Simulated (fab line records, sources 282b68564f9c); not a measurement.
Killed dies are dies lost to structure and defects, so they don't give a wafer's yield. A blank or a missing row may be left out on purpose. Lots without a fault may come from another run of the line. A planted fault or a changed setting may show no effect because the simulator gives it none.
fab line records | flow rit_cmos | part 1 of 2: steps 1 to 32 of 44
record lots=5 wafers=15 last_day=6
route steps=202 shown PLDD@120 SPACER@125 NSD@131 PSD@142 SDANNEAL@153 NLDD@160 SILICIDE@161
lots that met no fault: from a run of the same line without faults
start_h: hours from the record's first day to the start of the lot's first wafer shown | wait_h: hours since the lot's step before | " the same as in the row above | L1.1+2: a row that stands for several wafers | - no value, or no start given | * or withheld: withheld | < > ~ a bound
route shown NAME@n: a module of which the file shows steps, and the number in the route of the first | usual: mean/standard deviation of fault-free wafers | same: alike in all rows | chamber/n: place in a boat | sites: the reading at each site | _std_site: their standard deviation | _edge_site: outer sites' mean less inner sites' | radius_mm: how far each site lies from the wafer's centre | mask NAME#n: copy n | behind: the tool/chamber that last shaped the wafer | hold: why the lot was held/for how many hours/how that ended | device: the transistor (n, p or np) that didn't switch | end of line: the same wafers' tests at the end of the route | a step without rows: its recipe alone | killed: dies lost to structure and defects at the first sort, not the wafer's yield | map: a wafer's dies, x killed, . not, _ none there
set.NAME: the setting as run; set.NAME@STEP: as run at that earlier step | model.NAME: the simulator's own value behind a step, which no gauge read
lots at some steps of the route; a table a step, a row a wafer
services: from which hour (start_h, from the record's first day; less than 0 if before it) a tool's chamber was out of use, for how many hours, and why
## steps
# step RIT_PLDD_OVL_MEAS_06
# usual PLDD_OVL=-0.5/1.4
# columns lot.wafer tool chamber start_h wait_h PLDD_OVL[nm]
L078.1 overlay-02 - 64.24 - -3.4
L078.3 " - " " -3.0
L078.5 " - " " -1.3
L083.1 overlay-01 - 92.95 - -1.1
L083.2 " - " " -1.3
L083.5 " - " " -1.3
L084.3 overlay-02 - 98.05 - -1.4
L084.4 " - " " -1.3
L084.5 " - " " -2.3
L089.2 overlay-02 - 118.45 - -1.3
L089.3 " - " " -2.1
L089.4 " - " " -1.6
L091.3 overlay-02 - 129.30 - -2.9
L091.4 " - " " -4.0
L091.5 " - " " -2.4
# step RIT_PLDD_HARDBAKE_07
# recipe resist=NOVOLAK temp_c=140 time_s=60
# columns lot.wafer tool chamber start_h wait_h
L078.1+3+5 litho_track-01 0 64.28 0.0
L083.1+2+5 litho_track-01 0 92.99 0.0
L084.3+4+5 litho_track-03 0 98.12 0.1
L089.2+3+4 litho_track-01 0 118.50 0.0
L091.3+4+5 litho_track-02 0 129.37 0.1
# step RIT_PLDD_IMPLANT_08
# recipe species=BF2 energy_kev=20 dose_cm2=9e+14 tilt_deg=7
# usual end_station_pressure_torr=7.3e-06/4e-07
# columns lot.wafer tool chamber start_h wait_h end_station_pressure_torr
L078.1 implanter-03 0 64.43 0.1 7.9e-06
L078.3 " 0 " " 7.4e-06
L078.5 " 0 " " 8e-06
L083.1 implanter-03 0 93.14 0.1 7e-06
L083.2 " 0 " " 7.5e-06
L083.5 " 0 " " 7.6e-06
L084.3 implanter-02 0 98.27 0.1 7.1e-06
L084.4 " 0 " " 6.8e-06
L084.5 " 0 " " 7.8e-06
L089.2 implanter-03 0 118.65 0.1 7.3e-06
L089.3 " 0 " " 7.6e-06
L089.4 " 0 " " 6.7e-06
L091.3 implanter-02 0 129.52 0.1 7.3e-06
L091.4 " 0 " " 7.3e-06
L091.5 " 0 " " 7.6e-06
# step RIT_PLDD_STRIP_09
# recipe chemistry=O2 time_s=180 resist=NOVOLAK platen_temp_c=withheld power_w=500 pressure_mtorr=4000 o2_flow_sccm=4000
# usual chamber_pressure_mTorr=4000/3.2 drypump_motor_current_A=5.6/0.31
# columns lot.wafer tool chamber start_h wait_h chamber_pressure_mTorr drypump_motor_current_A rf_hours_counter_h
L078.1 plasma_asher-01 0 64.58 0.1 4003 5.4 44
L078.3 " 1 " " 4002 4.8 -
L078.5 " 1 " " 3998 4.8 -
L083.1 plasma_asher-04 1 93.29 0.1 4000 5.5 25
L083.2 " 0 " " 4000 5.6 25
L083.5 " 1 " " 3997 5.5 -
L084.3 plasma_asher-02 1 98.43 0.1 3992 6.0 -
L084.4 " 0 " " 4005 5.9 -
L084.5 " 1 " " 4001 6.0 -
L089.2 plasma_asher-02 0 118.78 0.1 3998 5.9 0
L089.3 " 1 " " 4002 6.0 -
L089.4 " 0 " " 4001 5.9 -
L091.3 plasma_asher-02 1 129.68 0.1 4001 6.0 -
L091.4 " 0 " " 4002 5.9 -
L091.5 " 1 " " 3999 6.0 -
# step RIT_PLDD_TW_MEAS_10
# usual PLDD_TW=2354/15
# columns lot.wafer tool chamber start_h wait_h PLDD_TW
L078.1 film_metro-03 - 64.75 0.1 2353
L078.3 " - " " 2371
L078.5 " - " " 2351
L083.1 film_metro-04 - 93.47 0.1 2350
L083.2 " - " " 2354
L083.5 " - " " 2357
L084.3 film_metro-04 - 98.57 0.1 2369
L084.4 " - " " 2351
L084.5 " - " " 2363
L089.2 film_metro-02 - 118.96 0.1 2347
L089.3 " - " " 2337
L089.4 " - " " 2327
L091.3 film_metro-04 - 129.82 0.1 2389
L091.4 " - " " 2391
L091.5 " - " " 2376
# step RIT_SPACER_CLEAN_00
# recipe chemistry=SC1 mix=3:3:50 time_s=600 temp_c=75
# columns lot.wafer tool chamber start_h wait_h
L078.1+3+5 wet_bench-04 1 64.81 0.1
L083.1+2+5 wet_bench-01 0 93.53 0.1
L084.3+4+5 wet_bench-02 3 98.61 0.0
L089.2+3+4 wet_bench-01 0 119.01 0.0
L091.3+4+5 wet_bench-01 0 129.86 0.0
# step RIT_SPACER_CLEAN_01
# recipe chemistry=dHF dilution=50:1 time_s=30
# columns lot.wafer tool chamber start_h wait_h
L078.1+3+5 wet_bench-02 2 65.16 0.0
L083.1+2+5 wet_bench-02 2 93.72 0.0
L084.3+4+5 wet_bench-04 2 98.78 0.0
L089.2+3+4 wet_bench-04 3 119.20 0.0
L091.3+4+5 wet_bench-01 1 130.03 0.0
# step RIT_SPACER_CLEAN_02
# recipe chemistry=SC2 mix=3:3:50 time_s=600 temp_c=75 dry=n2_spin
# columns lot.wafer tool chamber start_h wait_h
L078.1+3+5 wet_bench-01 2 65.18 0.0
L083.1+2+5 wet_bench-01 1 93.73 0.0
L084.3+4+5 wet_bench-02 3 98.80 0.0
L089.2+3+4 wet_bench-02 1 119.22 0.0
L091.3+4+5 wet_bench-01 2 130.05 0.0
# step RIT_SPACER_CVD_03
# recipe material=Si3N4 target_thk_nm=250 temp_c=810 precursor=SiH2Cl2/NH3 time_s=3300 pressure_mtorr=289.8 sih2cl2_flow_sccm=60 nh3_flow_sccm=150
# usual sih2cl2_flow_sccm=59.98/0.2 spike_tc_source_C=831.2/1.3
# columns lot.wafer tool chamber start_h wait_h sih2cl2_flow_sccm spike_tc_source_C
L078.1 lpcvd-02 1 65.53 0.0 60.23 830.6
L078.3 " 1 " " 60.21 830.1
L078.5 " 1 " " 60.06 830.3
L083.1 lpcvd-02 0 93.92 0.0 60.31 831.9
L083.2 " 0 " " 60.18 831.8
L083.5 " 0 " " 60.14 830.8
L084.3 lpcvd-01 1 98.97 0.0 59.88 830.0
L084.4 " 1 " " 60.16 831.4
L084.5 " 1 " " 59.90 831.0
L089.2 lpcvd-02 0 119.40 0.0 60.11 832.0
L089.3 " 0 " " 60.02 832.5
L089.4 " 0 " " 60.14 832.3
L091.3 lpcvd-02 1 130.22 0.0 59.79 830.6
L091.4 " 1 " " 59.85 830.8
L091.5 " 1 " " 60.06 831.9
# step RIT_SPACER_THK_MEAS_04
# recipe reads=Si3N4_of_SPACER_CVD_03
# usual SPACER_NITRIDE_THK=245.4/2.1
# columns lot.wafer tool chamber start_h wait_h SPACER_NITRIDE_THK[nm]
L078.1 film_metro-03 - 67.45 0.0 244.2
L078.3 " - " " 244.2
L078.5 " - " " 243.1
L083.1 film_metro-02 - 95.84 0.0 245.9
L083.2 " - " " 248.1
L083.5 " - " " 245.8
L084.3 film_metro-03 - 100.91 0.0 245.1
L084.4 " - " " 247.2
L084.5 " - " " 243.7
L089.2 film_metro-03 - 121.32 0.0 245.5
L089.3 " - " " 246.9
L089.4 " - " " 244.5
L091.3 film_metro-02 - 132.16 0.0 247.9
L091.4 " - " " 248.0
L091.5 " - " " 247.8
# step RIT_SPACER_ETCHBACK_05
# recipe target_depth_a=2500 SF6_flow_sccm=30 CHF3_flow_sccm=30 target=Si3N4 chemistry=SF6/CHF3 pressure_mtorr=40 rf_w=250 time_s=240 stop_on=SiO2
# usual chamber_pressure_mTorr=40.00/0.035 drypump_motor_current_A=5.5/0.48 oes_product_au=0.833/0.016 throttle_valve_pct=10.21/0.15
# columns lot.wafer tool chamber start_h wait_h chamber_pressure_mTorr drypump_motor_current_A oes_product_au rf_hours_counter_h throttle_valve_pct
L078.1 rie_diel-03 0 67.51 0.1 40.00 5.7 0.835 121 10.08
L078.3 " 3 " " 39.97 6.0 0.833 111 10.16
L078.5 " 1 " " 39.98 4.6 0.812 - 10.03
L083.1 rie_diel-01 0 95.90 0.1 39.95 5.7 0.805 109 10.09
L083.2 " 2 " " 40.01 5.3 0.843 113 10.27
L083.5 " 0 " " 40.02 5.7 0.808 - 10.07
L084.3 rie_diel-03 0 100.95 0.0 39.97 5.7 0.835 121 10.07
L084.4 " 3 " " 40.02 6.0 0.841 - 10.14
L084.5 " 1 " " 39.98 4.6 0.817 - 10.03
L089.2 rie_diel-01 1 121.37 0.0 40.02 5.3 0.839 73 10.19
L089.3 " 3 " " 40.00 4.9 0.832 0 10.32
L089.4 " 0 " " 40.03 5.7 0.803 110 10.07
L091.3 rie_diel-03 2 132.20 0.0 39.96 6.1 0.838 0 10.37
L091.4 " 3 " " 39.97 6.0 0.855 - 10.15
L091.5 " 2 " " 39.95 6.0 0.841 - 10.35
# step RIT_NSD_HMDS_00
# recipe prime_time_s=60 prime_temp_c=140
# same prime_time_s=60
# columns lot.wafer tool chamber start_h wait_h
L078.1+3+5 litho_track-04 0 67.66 0.1
L083.1+2+5 litho_track-01 0 96.13 0.1
L084.3+4+5 litho_track-02 0 101.15 0.1
L089.2+3+4 litho_track-04 0 121.55 0.1
L091.3+4+5 litho_track-02 0 132.40 0.1
# step RIT_NSD_COAT_01
# recipe resist=NOVOLAK spin_rpm=3250 resist_thk_nm=1000
# usual spin_speed_rpm=3249.9/2.3
# columns lot.wafer tool chamber start_h wait_h spin_speed_rpm
L078.1 litho_track-04 0 67.81 0.1 3250.9
L078.3 " 0 " " 3252.8
L078.5 " 0 " " 3249.5
L083.1 litho_track-01 0 96.28 0.1 3252.1
L083.2 " 0 " " 3248.4
L083.5 " 0 " " 3247.8
L084.3 litho_track-02 0 101.30 0.1 3246.3
L084.4 " 0 " " 3249.0
L084.5 " 0 " " 3250.0
L089.2 litho_track-04 0 121.70 0.1 3248.9
L089.3 " 0 " " 3248.2
L089.4 " 0 " " 3250.1
L091.3 litho_track-02 0 132.55 0.1 3246.3
L091.4 " 0 " " 3251.0
L091.5 " 0 " " 3245.7
# step RIT_NSD_SOFTBAKE_02
# recipe resist=NOVOLAK temp_c=90 time_s=60
# columns lot.wafer tool chamber start_h wait_h
L078.1+3+5 litho_track-04 0 67.96 0.1
L083.1+2+5 litho_track-01 0 96.43 0.1
L084.3+4+5 litho_track-02 0 101.45 0.1
L089.2+3+4 litho_track-04 0 121.85 0.1
L091.3+4+5 litho_track-02 0 132.70 0.1
# step RIT_NSD_EXPOSE_03
# recipe mask_id=M9 na=0.57 target_cd_nm=40700 dose_mj=250
# columns lot.wafer tool chamber start_h wait_h mask
L078.1+3+5 iline_stepper-01 0 68.23 0.2 M9#0
L083.1+2+5 iline_stepper-01 0 96.70 0.2 M9#0
L084.3+4+5 iline_stepper-02 0 101.71 0.2 M9#0
L089.2+3+4 iline_stepper-01 0 121.99 0.1 M9#0
L091.3+4+5 iline_stepper-02 0 132.96 0.2 M9#0
# step RIT_NSD_PEB_04
# recipe resist=NOVOLAK temp_c=withheld time_s=withheld
# columns lot.wafer tool chamber start_h wait_h
L078.1+3+5 litho_track-01 0 68.35 0.1
L083.1+2+5 litho_track-02 0 96.82 0.1
L084.3+4+5 litho_track-04 0 101.84 0.1
L089.2+3+4 litho_track-02 0 122.18 0.2
L091.3+4+5 litho_track-02 0 133.09 0.1
# step RIT_NSD_DEVELOP_05
# recipe resist=NOVOLAK develop_time_s=50 dev_temp_c=23
# columns lot.wafer tool chamber start_h wait_h
L078.1+3+5 litho_track-01 0 - -
L083.1+2+5 litho_track-02 0 - -
L084.3+4+5 litho_track-04 0 - -
L089.2+3+4 litho_track-02 0 - -
L091.3+4+5 litho_track-02 0 - -
# step RIT_NSD_OVL_MEAS_06
# usual NSD_OVL=-0.2/1.3
# columns lot.wafer tool chamber start_h wait_h NSD_OVL[nm]
L078.1 overlay-02 - 68.63 - -0.6
L078.3 " - " " 0.8
L078.5 " - " " -0.2
L083.1 overlay-02 - 97.10 - -0.1
L083.2 " - " " 0.1
L083.5 " - " " 0.0
L084.3 overlay-02 - 102.09 - -2.2
L084.4 " - " " -1.7
L084.5 " - " " -0.7
L089.2 overlay-01 - 122.44 - 0.8
L089.3 " - " " 0.7
L089.4 " - " " 0.9
L091.3 overlay-02 - 133.34 - -2.7
L091.4 " - " " -1.7
L091.5 " - " " -2.1
# step RIT_NSD_HARDBAKE_07
# recipe resist=NOVOLAK temp_c=140 time_s=60
# columns lot.wafer tool chamber start_h wait_h
L078.1+3+5 litho_track-02 0 68.67 0.0
L083.1+2+5 litho_track-01 0 97.14 0.0
L084.3+4+5 litho_track-02 0 102.16 0.1
L089.2+3+4 litho_track-02 0 122.49 0.0
L091.3+4+5 litho_track-04 0 133.41 0.1
# step RIT_NSD_IMPLANT_08
# recipe species=P energy_kev=25 dose_cm2=1e+15 tilt_deg=7
# usual end_station_pressure_torr=7.5e-06/4.1e-07
# columns lot.wafer tool chamber start_h wait_h end_station_pressure_torr
L078.1 implanter-04 0 68.82 0.1 7.2e-06
L078.3 " 0 " " 7.5e-06
L078.5 " 0 " " 7.4e-06
L083.1 implanter-01 0 97.29 0.1 7.5e-06
L083.2 " 0 " " 7.6e-06
L083.5 " 0 " " 8e-06
L084.3 implanter-04 0 102.31 0.1 7.5e-06
L084.4 " 0 " " 8.4e-06
L084.5 " 0 " " 8e-06
L089.2 implanter-02 0 122.64 0.1 7.7e-06
L089.3 " 0 " " 7.4e-06
L089.4 " 0 " " 7.2e-06
L091.3 implanter-04 0 133.56 0.1 7.3e-06
L091.4 " 0 " " 6.6e-06
L091.5 " 0 " " 8.1e-06
# step RIT_NSD_STRIP_09
# recipe chemistry=O2 time_s=180 resist=NOVOLAK platen_temp_c=withheld power_w=500 pressure_mtorr=4000 o2_flow_sccm=4000
# usual chamber_pressure_mTorr=4000/3.6 drypump_motor_current_A=5.7/0.3
# columns lot.wafer tool chamber start_h wait_h chamber_pressure_mTorr drypump_motor_current_A rf_hours_counter_h
L078.1 plasma_asher-02 0 68.97 0.1 3995 5.9 41
L078.3 " 1 " " 3993 6.0 -
L078.5 " 1 " " 3998 6.0 -
L083.1 plasma_asher-04 0 97.44 0.1 4000 5.6 25
L083.2 " 1 " " 4002 5.5 25
L083.5 " 1 " " 4001 5.5 -
L084.3 plasma_asher-02 0 102.47 0.1 4006 5.9 -
L084.4 " 1 " " 3996 6.0 -
L084.5 " 0 " " 4002 5.9 -
L089.2 plasma_asher-04 0 122.77 0.1 4004 5.5 28
L089.3 " 1 " " 4001 5.5 -
L089.4 " 0 " " 4009 5.5 -
L091.3 plasma_asher-04 1 133.72 0.1 3999 5.5 -
L091.4 " 0 " " 4004 5.6 -
L091.5 " 1 " " 4004 5.5 -
# step RIT_NSD_TW_MEAS_10
# usual NSD_TW=3127/21
# columns lot.wafer tool chamber start_h wait_h NSD_TW
L078.1 film_metro-03 - 69.14 0.1 3130
L078.3 " - " " 3130
L078.5 " - " " 3139
L083.1 film_metro-02 - 97.61 0.1 3107
L083.2 " - " " 3110
L083.5 " - " " 3104
L084.3 film_metro-02 - 102.61 0.1 3101
L084.4 " - " " 3111
L084.5 " - " " 3108
L089.2 film_metro-03 - 122.95 0.1 3145
L089.3 " - " " 3160
L089.4 " - " " 3148
L091.3 film_metro-03 - 133.86 0.1 3129
L091.4 " - " " 3153
L091.5 " - " " 3154
# step RIT_PSD_HMDS_00
# recipe prime_time_s=60 prime_temp_c=140
# same prime_time_s=60
# columns lot.wafer tool chamber start_h wait_h
L078.1+3+5 litho_track-04 0 69.20 0.1
L083.1+2+5 litho_track-02 0 97.67 0.1
L084.3+4+5 litho_track-03 0 102.71 0.1
L089.2+3+4 litho_track-04 0 123.08 0.1
L091.3+4+5 litho_track-04 0 133.95 0.1
# step RIT_PSD_COAT_01
# recipe resist=NOVOLAK spin_rpm=3250 resist_thk_nm=1000
# usual spin_speed_rpm=3249.7/2.3
# columns lot.wafer tool chamber start_h wait_h spin_speed_rpm
L078.1 litho_track-04 0 69.35 0.1 3250.0
L078.3 " 0 " " 3254.2
L078.5 " 0 " " 3251.4
L083.1 litho_track-02 0 97.82 0.1 3252.6
L083.2 " 0 " " 3249.5
L083.5 " 0 " " 3246.0
L084.3 litho_track-03 0 102.86 0.1 3249.7
L084.4 " 0 " " 3249.4
L084.5 " 0 " " 3249.7
L089.2 litho_track-04 0 123.23 0.1 3248.9
L089.3 " 0 " " 3248.7
L089.4 " 0 " " 3247.0
L091.3 litho_track-04 0 134.10 0.1 3244.4
L091.4 " 0 " " 3250.1
L091.5 " 0 " " 3250.0
# step RIT_PSD_SOFTBAKE_02
# recipe resist=NOVOLAK temp_c=90 time_s=60
# columns lot.wafer tool chamber start_h wait_h
L078.1+3+5 litho_track-04 0 69.50 0.1
L083.1+2+5 litho_track-02 0 97.97 0.1
L084.3+4+5 litho_track-03 0 103.01 0.1
L089.2+3+4 litho_track-04 0 123.38 0.1
L091.3+4+5 litho_track-04 0 134.25 0.1
# step RIT_PSD_EXPOSE_03
# recipe mask_id=M10 na=0.57 target_cd_nm=40900 dose_mj=250
# columns lot.wafer tool chamber start_h wait_h mask
L078.1+3+5 iline_stepper-02 0 69.78 0.2 M10#0
L083.1+2+5 iline_stepper-01 0 98.25 0.2 M10#0
L084.3+4+5 iline_stepper-02 0 103.27 0.2 M10#0
L089.2+3+4 iline_stepper-01 0 123.52 0.1 M10#0
L091.3+4+5 iline_stepper-02 0 134.38 0.1 M10#0
# step RIT_PSD_PEB_04
# recipe resist=NOVOLAK temp_c=withheld time_s=withheld
# columns lot.wafer tool chamber start_h wait_h
L078.1+3+5 litho_track-04 0 69.89 0.1
L083.1+2+5 litho_track-02 0 98.36 0.1
L084.3+4+5 litho_track-02 0 103.40 0.1
L089.2+3+4 litho_track-04 0 123.64 0.1
L091.3+4+5 litho_track-04 0 134.51 0.1
# step RIT_PSD_DEVELOP_05
# recipe resist=NOVOLAK develop_time_s=50 dev_temp_c=23
# columns lot.wafer tool chamber start_h wait_h
L078.1+3+5 litho_track-04 0 - -
L083.1+2+5 litho_track-02 0 - -
L084.3+4+5 litho_track-02 0 - -
L089.2+3+4 litho_track-04 0 - -
L091.3+4+5 litho_track-04 0 - -
# step RIT_PSD_OVL_MEAS_06
# usual PSD_OVL=0.5/1.5
# columns lot.wafer tool chamber start_h wait_h PSD_OVL[nm]
L078.1 overlay-01 - 70.18 - -1.4
L078.3 " - " " -0.1
L078.5 " - " " -0.8
L083.1 overlay-02 - 98.65 - -0.7
L083.2 " - " " 0.0
L083.5 " - " " -1.0
L084.3 overlay-02 - 103.64 - -0.6
L084.4 " - " " -2.4
L084.5 " - " " 0.2
L089.2 overlay-01 - 123.91 - 2.4
L089.3 " - " " 3.3
L089.4 " - " " 3.4
L091.3 overlay-01 - 134.76 - 1.2
L091.4 " - " " 0.5
L091.5 " - " " 0.3
# step RIT_PSD_HARDBAKE_07
# recipe resist=NOVOLAK temp_c=140 time_s=60
# columns lot.wafer tool chamber start_h wait_h
L078.1+3+5 litho_track-02 0 70.23 0.1
L083.1+2+5 litho_track-04 0 98.68 0.0
L084.3+4+5 litho_track-02 0 103.72 0.1
L089.2+3+4 litho_track-02 0 123.96 0.0
L091.3+4+5 litho_track-04 0 134.83 0.1
# step RIT_PSD_IMPLANT_08
# recipe species=BF2 energy_kev=27 dose_cm2=4.93e+15 tilt_deg=7
# usual end_station_pressure_torr=1.38e-05/9.4e-07
# columns lot.wafer tool chamber start_h wait_h end_station_pressure_torr
L078.1 implanter-01 0 70.38 0.1 1.31e-05
L078.3 " 0 " " 1.36e-05
L078.5 " 0 " " 1.39e-05
L083.1 implanter-04 0 98.83 0.1 1.35e-05
L083.2 " 0 " " 1.25e-05
L083.5 " 0 " " 1.51e-05
L084.3 implanter-04 0 103.87 0.1 1.42e-05
L084.4 " 0 " " 1.43e-05
L084.5 " 0 " " 1.39e-05
L089.2 implanter-03 0 124.11 0.1 1.41e-05
L089.3 " 0 " " 1.44e-05
L089.4 " 0 " " 1.5e-05
L091.3 implanter-04 0 134.98 0.1 1.2e-05
L091.4 " 0 " " 1.27e-05
L091.5 " 0 " " 1.3e-05
# step RIT_PSD_STRIP_09
# recipe chemistry=O2 time_s=180 resist=NOVOLAK platen_temp_c=withheld power_w=500 pressure_mtorr=4000 o2_flow_sccm=4000
# usual chamber_pressure_mTorr=4000/3.3 drypump_motor_current_A=5.3/0.4
# columns lot.wafer tool chamber start_h wait_h chamber_pressure_mTorr drypump_motor_current_A rf_hours_counter_h
L078.1 plasma_asher-01 0 70.53 0.1 4004 5.4 44
L078.3 " 1 " " 3998 4.8 -
L078.5 " 1 " " 4003 4.8 -
L083.1 plasma_asher-04 1 98.98 0.1 3991 5.5 25
L083.2 " 0 " " 3999 5.6 25
L083.5 " 1 " " 4004 5.5 -
L084.3 plasma_asher-01 1 104.03 0.1 3999 4.8 -
L084.4 " 0 " " 3998 5.4 -
L084.5 " 1 " " 4002 4.8 -
L089.2 plasma_asher-03 1 124.24 0.1 4000 5.9 51
L089.3 " 1 " " 3995 5.9 -
L089.4 " 0 " " 4001 5.0 -
L091.3 plasma_asher-03 0 135.14 0.1 4003 5.0 -
L091.4 " 1 " " 4002 5.9 -
L091.5 " 0 " " 4001 5.0 -
